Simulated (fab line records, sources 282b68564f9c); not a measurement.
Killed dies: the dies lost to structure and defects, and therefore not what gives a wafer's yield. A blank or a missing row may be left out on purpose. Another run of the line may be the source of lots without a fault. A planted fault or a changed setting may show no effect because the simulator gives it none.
fab line records	flow ritCmos
[record] lots = 6	wafers = 18	lastDay = 7
route steps=202 shown M1@184
lots that met no fault: taken from a fault-free run of the same line
startH: start of the lot's first displayed wafer, in hours after the record's first day	waitH: hours elapsed since this lot's preceding step	" identical to the entry in the row above	L1.1+2: a row that stands for several wafers	- no value, or no start was given	* or withheld: withheld	< > ~ a bound
route shown NAME@n: names a module that has steps shown in the file, with the first one's number in the route	usual: the fault-free wafers' mean and standard deviation	same: alike in all rows	chamber/n: place in a boat	sites: per-site readings	_std_site: standard deviation across them	_edge_site: mean of outer sites minus mean of inner sites	radiusMm: how far each site lies from the wafer's centre	mask NAME#n: copy n	behind: the tool/chamber that last shaped the wafer	hold: cause of the lot's hold/its duration in hours/its outcome	device: whichever transistor did not switch (one of n, p or np)	end of line: tests run on the same wafers once the route is complete	a step without rows: its recipe alone	killed: at the first sort, the dies lost to defects and structure; wafer yield is something else	map: per-die view of a wafer (x killed, . not killed, _ where there is no die)
set.NAME: the run value of the setting; set.NAME@STEP: its run value at that earlier step	model.NAME: the simulator's own value behind a step, which no gauge read
lots at selected steps of the route; one table per step, one row per wafer
services: the hour from which a tool's chamber was out of use, counted from the record's first day as startH (under 0 if before that day), plus the number of hours and why
[[steps]]
[step RIT_M1_SPUTTER_00]
[recipe] material = Al	targetThkNm = 400	powerW = 2000	chamberPressurePa = 0.4	gas = Ar	timeS = 500	substrateTempC = 25
[usual] throttleValvePct = 29.7/1.1
lot.wafer	tool	chamber	startH	waitH	throttleValvePct
L427.3	pvdSputter-01	-	58.22	0.0	30.8
L427.4	"	-	"	"	28.9
L427.6	"	-	"	"	28.3
L433.4	pvdSputter-04	-	88.22	0.0	30.5
L433.5	"	-	"	"	31.4
L433.6	"	-	"	"	29.5
L434.2	pvdSputter-01	-	95.07	0.0	29.1
L434.3	"	-	"	"	28.7
L434.4	"	-	"	"	29.3
L436.2	pvdSputter-01	-	105.63	0.0	28.4
L436.4	"	-	"	"	28.9
L436.6	"	-	"	"	28.1
L440.2	pvdSputter-01	-	128.40	0.0	30.4
L440.3	"	-	"	"	28.7
L440.6	"	-	"	"	28.9
L449.2	pvdSputter-02	-	171.04	0.0	31.0
L449.5	"	-	"	"	28.3
L449.6	"	-	"	"	31.1
[step RIT_M1_RS_MEAS_01]
[recipe] thkMeasGauge = four-point-probe	reads = Al_of_M1_SPUTTER_00
[usual] M1_AL_RS = 0.0736/0.00089
lot.wafer	tool	chamber	startH	waitH	M1_AL_RS[ohm/sq]
L427.3	filmMetro-01	-	58.55	0.2	0.0743
L427.4	"	-	"	"	0.0738
L427.6	"	-	"	"	0.0742
L433.4	filmMetro-03	-	88.57	0.2	0.0734
L433.5	"	-	"	"	0.0738
L433.6	"	-	"	"	0.0735
L434.2	filmMetro-02	-	95.38	0.2	0.0740
L434.3	"	-	"	"	0.0729
L434.4	"	-	"	"	0.0739
L436.2	filmMetro-01	-	105.94	0.2	0.0742
L436.4	"	-	"	"	0.0728
L436.6	"	-	"	"	0.0731
L440.2	filmMetro-01	-	128.71	0.2	0.0747
L440.3	"	-	"	"	0.0734
L440.6	"	-	"	"	0.0733
L449.2	filmMetro-01	-	171.35	0.2	0.0714
L449.5	"	-	"	"	0.0719
L449.6	"	-	"	"	0.0714
[step RIT_M1_THK_MEAS_02]
[recipe] thkMeasGauge = xrf	reads = Al_of_M1_SPUTTER_00
[usual] M1_AL_THK = 393/5.1
lot.wafer	tool	chamber	startH	waitH	M1_AL_THK[nm]
L427.3	filmMetro-01	-	58.65	0.1	392
L427.4	"	-	"	"	396
L427.6	"	-	"	"	394
L433.4	filmMetro-03	-	88.66	0.1	396
L433.5	"	-	"	"	393
L433.6	"	-	"	"	395
L434.2	filmMetro-02	-	95.49	0.1	391
L434.3	"	-	"	"	392
L434.4	"	-	"	"	387
L436.2	filmMetro-01	-	106.05	0.1	391
L436.4	"	-	"	"	401
L436.6	"	-	"	"	398
L440.2	filmMetro-01	-	128.82	0.1	390
L440.3	"	-	"	"	394
L440.6	"	-	"	"	396
L449.2	filmMetro-01	-	171.46	0.1	409
L449.5	"	-	"	"	404
L449.6	"	-	"	"	409
[step RIT_M1_HMDS_03]
[recipe] primeTimeS = 60	primeTempC = 140
[step RIT_M1_COAT_04]
[recipe] resist = NOVOLAK	spinRpm = 2000	resistThkNm = 1300
[step RIT_M1_SOFTBAKE_05]
[recipe] resist = NOVOLAK	tempC = 90	timeS = 60
[step RIT_M1_EXPOSE_06]
[recipe] maskId = M12	na = 0.6	sourceShape = conventional	sigmaOuter = 0.5	targetCdNm = 2600	doseMj = 250
[step RIT_M1_PEB_07]
[recipe] resist = NOVOLAK	tempC = withheld	timeS = withheld
[step RIT_M1_DEVELOP_08]
[recipe] resist = NOVOLAK	developTimeS = 68	devTempC = 23.58
[step RIT_M1_CD_MEAS_09]
[recipe] targetCdNm = 2600
[usual] cdNm = 2600.4/2.4
lot.wafer	tool	chamber	startH	waitH	cdNm
L427.3	cdSem-02	-	59.86	-	2596.2
L427.4	"	-	"	"	2598.9
L427.6	"	-	"	"	2598.9
L433.4	cdSem-01	-	89.76	-	2602.3
L433.5	"	-	"	"	2602.4
L433.6	"	-	"	"	2602.5
L434.2	cdSem-01	-	96.44	-	2602.5
L434.3	"	-	"	"	2602.5
L434.4	"	-	"	"	2602.4
L436.2	cdSem-02	-	107.00	-	2603.7
L436.4	"	-	"	"	2604.7
L436.6	"	-	"	"	2603.5
L440.2	cdSem-02	-	129.77	-	2598.4
L440.3	"	-	"	"	2599.2
L440.6	"	-	"	"	2598.4
L449.2	cdSem-02	-	172.54	-	2600.3
L449.5	"	-	"	"	2598.2
L449.6	"	-	"	"	2598.9
[step RIT_M1_OVL_MEAS_10]
[usual] M1_OVL = -0.6/1.2
lot.wafer	tool	chamber	startH	waitH	M1_OVL[nm]
L427.3	overlay-02	-	59.95	0.1	-3.0
L427.4	"	-	"	"	-3.5
L427.6	"	-	"	"	-0.7
L433.4	overlay-02	-	89.84	0.1	-1.9
L433.5	"	-	"	"	-0.5
L433.6	"	-	"	"	-3.0
L434.2	overlay-01	-	96.55	0.1	-0.7
L434.3	"	-	"	"	-0.6
L434.4	"	-	"	"	0.4
L436.2	overlay-02	-	107.11	0.1	-3.0
L436.4	"	-	"	"	-0.9
L436.6	"	-	"	"	-1.5
L440.2	overlay-02	-	129.88	0.1	-3.0
L440.3	"	-	"	"	-1.2
L440.6	"	-	"	"	-0.4
L449.2	overlay-01	-	172.64	0.1	-0.3
L449.5	"	-	"	"	0.0
L449.6	"	-	"	"	-0.4
[step RIT_M1_HARDBAKE_11]
[recipe] resist = NOVOLAK	tempC = 140	timeS = 120
[step RIT_M1_METAL_ETCH_12]
[recipe] stopOn = SiO2	chemistry = Cl2/BCl3	target = Al	timeS = 165	overEtchFrac = 0.5	pressureMtorr = 100	targetDepthA = 6000	rfW = 250	Cl2_flow_sccm = 60	bcl3FlowSccm = 50
[usual] drypumpMotorCurrentA = 5.6/0.41	oesProductAu = 0.772/0.016	throttleValvePct = 8.42/0.11
lot.wafer	tool	chamber	startH	waitH	drypumpMotorCurrentA	oesProductAu	rfHoursCounterH	throttleValvePct	model.NOVOLAK_of_M1_COAT_04.thkNm	model.M1.featureDepthNm
L427.3	rieMetal-02	1	60.44	0.2	6.0	0.757	-	8.49	813.7	427.4
L427.4	"	0	"	"	6.2	0.768	-	8.52	813.5	430.9
L427.6	"	1	"	"	6.0	0.754	-	8.48	814.5	427.3
L433.4	rieMetal-02	1	90.16	0.1	6.0	0.760	-	8.49	882.1	424.6
L433.5	"	1	"	"	6.0	0.754	-	8.48	879.6	423.4
L433.6	"	0	"	"	6.2	0.787	-	8.52	882.8	425.6
L434.2	rieMetal-01	0	96.83	0.2	5.1	0.797	0.9	8.20	805.2	429.5
L434.3	"	1	"	"	5.4	0.760	-	8.44	792.6	434.8
L434.4	"	0	"	"	5.1	0.801	-	8.20	812.9	429.6
L436.2	rieMetal-02	0	107.39	0.2	6.2	0.773	2.9	8.52	871.3	421.3
L436.4	"	1	"	"	6.0	0.763	-	8.48	873	427.6
L436.6	"	0	"	"	6.3	0.777	-	8.52	872.3	426.8
L440.2	rieMetal-01	0	130.16	0.2	5.1	0.793	1.3	8.19	812.3	425.3
L440.3	"	1	"	"	5.3	0.757	-	8.46	792.3	432.9
L440.6	"	0	"	"	5.1	0.805	-	8.21	813.9	433.2
L449.2	rieMetal-01	1	172.92	0.2	5.4	0.771	1.8	8.44	807	445.6
L449.5	"	0	"	"	5.1	0.807	-	8.20	818.3	440.4
L449.6	"	1	"	"	5.4	0.768	-	8.45	806.5	444.5
[step RIT_M1_STRIP_13]
[recipe] chemistry = nmp	resist = NOVOLAK	tempC = 80	timeS = 600	dry = n2Spin
[step RIT_M1_STRIP_14]
[recipe] chemistry = O2	timeS = 180	platenTempC = withheld	powerW = 500	pressureMtorr = 4000	o2FlowSccm = 4000
[usual] drypumpMotorCurrentA = 5.93/0.25
lot.wafer	tool	chamber	startH	waitH	drypumpMotorCurrentA	rfHoursCounterH
L427.3	plasmaAsher-03	1	60.78	0.1	6.05	-
L427.4	"	0	"	"	5.59	-
L427.6	"	0	"	"	5.59	-
L433.4	plasmaAsher-03	0	90.50	0.1	5.62	-
L433.5	"	0	"	"	5.58	-
L433.6	"	1	"	"	6.07	-
L434.2	plasmaAsher-04	0	97.18	0.0	6.42	32
L434.3	"	1	"	"	5.87	-
L434.4	"	0	"	"	6.38	-
L436.2	plasmaAsher-02	0	107.72	0.0	5.87	46
L436.4	"	1	"	"	5.82	-
L436.6	"	1	"	"	5.82	-
L440.2	plasmaAsher-04	1	130.49	0.0	5.87	36
L440.3	"	0	"	"	6.36	-
L440.6	"	0	"	"	6.35	-
L449.2	plasmaAsher-02	1	173.31	0.0	5.82	54
L449.5	"	1	"	"	5.81	-
L449.6	"	0	"	"	5.85	-
[step RIT_M1_CD_MEAS_90]
[recipe] targetCdNm = 2600
[usual] cdNm = 2600.4/2.4
lot.wafer	tool	chamber	startH	waitH	cdNm
L427.3	cdSem-02	-	60.94	0.1	2596.1
L427.4	"	-	"	"	2597.5
L427.6	"	-	"	"	2598.2
L433.4	cdSem-01	-	90.68	0.1	2607.5
L433.5	"	-	"	"	2607.1
L433.6	"	-	"	"	2605.2
L434.2	cdSem-02	-	97.38	0.1	2602.7
L434.3	"	-	"	"	2599.8
L434.4	"	-	"	"	2601.4
L436.2	cdSem-02	-	107.92	0.1	2607.5
L436.4	"	-	"	"	2610.1
L436.6	"	-	"	"	2607.2
L440.2	cdSem-01	-	130.69	0.1	2600.4
L440.3	"	-	"	"	2597.4
L440.6	"	-	"	"	2598.4
L449.2	cdSem-02	-	173.51	0.1	2598.7
L449.5	"	-	"	"	2601.1
L449.6	"	-	"	"	2595.7
[step RIT_M1_ANNEAL_15]
[recipe] tempC = 450	timeS = 1800	ambient = forming_gas_H2N2
[step RIT_M1_PROBE_99]
[usual] defectLimitedYield = 97.3/1.2	killedAtContacts = 0.1/0.31	killedAtFrontEnd = 7/3.3	killedDies = 7/3.3	killedOpen = 3.4/2.2	killedShort = 3.5/2
[same] grossDies = 264	killed_at_M0_to_M3 = 0	killed_at_M4_up = 0	killedAtBackSide = 0	killedAtOther = 0
lot.wafer	tool	chamber	startH	waitH	defectLimitedYield[%]	killedAtContacts	killedAtFrontEnd	killedDies	killedOpen	killedShort	model.etest.m1CombOverSteps.leakLog10AUm	model.etest.antennaM1.vtShiftV
L427.3	prober-01	-	62.74	0.2	97.7	0	6	6	3	3	-12.8	-0.01346
L427.4	prober-01	-	62.79	0.2	97.7	0	6	6	3	3	-12.81	-0.01457
L427.6	prober-01	-	62.89	0.2	94.7	0	14	14	11	3	-12.78	-0.01557
L433.4	prober-02	-	92.51	0.2	95.8	0	11	11	7	4	-10.93	-0.002857
L433.5	prober-02	-	92.56	0.2	94.7	0	14	14	6	8	-11.62	-0.001957
L433.6	prober-02	-	92.61	0.2	97.3	0	7	7	4	3	-11.11	-0.004431
L434.2	prober-01	-	100.42	0.1	96.2	0	10	10	4	6	-12.8	-0.01107
L434.3	prober-01	-	100.47	0.2	97.7	0	6	6	3	3	-12.75	-0.008314
L434.4	prober-01	-	100.52	0.2	95.5	0	12	12	6	6	-12.73	-0.01227
L436.2	prober-01	-	110.04	0.1	98.5	0	4	4	3	1	-11.78	-0.005285
L436.4	prober-01	-	110.14	0.2	94.7	0	14	14	7	7	-10.39	0.001798
L436.6	prober-01	-	110.24	0.2	96.6	0	9	9	4	5	-11.36	-0.00386
L440.2	prober-01	-	132.46	0.1	98.5	1	3	4	1	3	-12.96	-0.01368
L440.3	prober-01	-	132.51	0.2	98.5	0	4	4	2	2	-12.81	-0.01041
L440.6	prober-01	-	132.66	0.2	100.0	0	0	0	0	0	-12.87	-0.00731
L449.2	prober-02	-	175.68	0.1	97.3	1	6	7	4	3	-12.78	-0.01233
L449.5	prober-02	-	175.83	0.2	97.3	0	7	7	4	3	-12.78	-0.008427
L449.6	prober-02	-	175.88	0.2	96.2	0	10	10	6	4	-12.84	-0.01503
// killed by level:class
L427.3 SILICIDE:geometricParticle:open=2 REOX:geometricParticle:short=1 SPACER:geometricParticle:open=1 SPACER:geometricParticle:short=1 SILICIDE:geometricParticle:short=1
L427.4 FOX1:geometricParticle:open=1 FOX1:geometricParticle:short=1 FOX2:geometricParticle:short=1 FOX2:geometricParticle:open=1 GATE:geometricParticle:open=1 SPACER:geometricParticle:short=1
L427.6 GATE:geometricParticle:open=6 FOX1:geometricParticle:open=3 FOX2:geometricParticle:short=1 GATE:geometricParticle:short=1 REOX:geometricParticle:open=1 SILICIDE:geometricParticle:short=1 SILICIDE:geometricParticle:open=1
L433.4 FOX1:geometricParticle:open=3 FOX1:geometricParticle:short=2 GATE:geometricParticle:open=2 SILICIDE:geometricParticle:open=2 GATE:geometricParticle:short=1 SILICIDE:geometricParticle:short=1
L433.5 FOX1:geometricParticle:short=3 GATE:geometricParticle:open=3 GATE:geometricParticle:short=3 SILICIDE:geometricParticle:open=2 FOX1:geometricParticle:open=1 REOX:geometricParticle:short=1 SILICIDE:geometricParticle:short=1
L433.6 SILICIDE:geometricParticle:open=2 GATE:geometricParticle:open=1 GATE:geometricParticle:short=1 REOX:geometricParticle:short=1 SPACER:geometricParticle:open=1 SILICIDE:geometricParticle:short=1
L434.2 FOX2:geometricParticle:short=3 FOX2:geometricParticle:open=2 SILICIDE:geometricParticle:open=2 GATE:geometricParticle:short=1 REOX:geometricParticle:short=1 SILICIDE:geometricParticle:short=1
L434.3 SPACER:geometricParticle:open=2 SILICIDE:geometricParticle:short=2 FOX1:geometricParticle:open=1 REOX:geometricParticle:short=1
L434.4 FOX2:geometricParticle:short=3 FOX2:geometricParticle:open=3 GATE:geometricParticle:short=3 SPACER:geometricParticle:open=2 SILICIDE:geometricParticle:open=1
L436.2 FOX1:geometricParticle:open=1 FOX2:geometricParticle:open=1 GATE:geometricParticle:open=1 REOX:geometricParticle:short=1
L436.4 SILICIDE:geometricParticle:open=3 SILICIDE:geometricParticle:short=3 GATE:geometricParticle:open=2 SPACER:geometricParticle:short=2 FOX1:geometricParticle:short=1 FOX2:geometricParticle:open=1 GATE:geometricParticle:short=1 SPACER:geometricParticle:open=1
L436.6 GATE:geometricParticle:open=3 SILICIDE:geometricParticle:short=3 FOX1:geometricParticle:short=2 SPACER:geometricParticle:open=1
L440.2 GATE:geometricParticle:short=1 SPACER:geometricParticle:open=1 SPACER:geometricParticle:short=1 CONTACT:geometricParticle:short=1
L440.3 FOX1:geometricParticle:open=1 GATE:geometricParticle:short=1 GATE:geometricParticle:open=1 REOX:geometricParticle:short=1
L440.6
L449.2 REOX:geometricParticle:open=1 GATE:geometricParticle:short=1 REOX:geometricParticle:short=1 SPACER:geometricParticle:open=1 SILICIDE:geometricParticle:open=1 SILICIDE:geometricParticle:short=1 CONTACT:geometricParticle:open=1
L449.5 GATE:geometricParticle:short=2 REOX:geometricParticle:open=2 FOX1:geometricParticle:open=1 GATE:geometricParticle:open=1 SILICIDE:geometricParticle:short=1
L449.6 GATE:geometricParticle:open=2 SILICIDE:geometricParticle:short=2 SILICIDE:geometricParticle:open=2 FOX1:geometricParticle:open=1 FOX1:geometricParticle:short=1 GATE:geometricParticle:short=1 REOX:geometricParticle:open=1
[[services]]
tool	chamber	startH	hours	kind
plasmaAsher-03	-	37.01	14.6	pm
pvdSputter-04	-	44.47	1.4	repair
plasmaAsher-02	-	51.44	2.8	pm
pvdSputter-04	-	80.48	7.6	repair
rieMetal-02	0	109.94	4.2	repair
pvdSputter-01	-	131.63	0.6	repair
rieMetal-02	0	135.91	3.6	repair
pvdSputter-04	-	146.64	2.8	repair
[[key]]
[firstSign] step = RIT_M1_CD_MEAS_90	reading = cdNm	direction = up	sigmas = 2.9	usual = 2600.4	struck = 2607.4
effect none on later readings
[modelEffect] step = RIT_M1_METAL_ETCH_12	value = NOVOLAK_of_M1_COAT_04.thkNm	without = 806.3	struck = 876.9
[modelEffect] step = RIT_M1_PROBE_99	value = etest.m1CombOverSteps.leakLog10AUm	without = -12.82	struck = -11.2
metAt RIT_M1_METAL_ETCH_12
struckWafers L433.4,L433.5,L433.6,L436.2,L436.4,L436.6
onsetBetween 60.44 90.16
[fault] kind = processParameterDrift	tool = rieMetal-02	chamber = -	onsetH = 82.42	steps = RIT_M1_METAL_ETCH_12	channel = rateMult	offset = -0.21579	shape = step	endH = 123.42
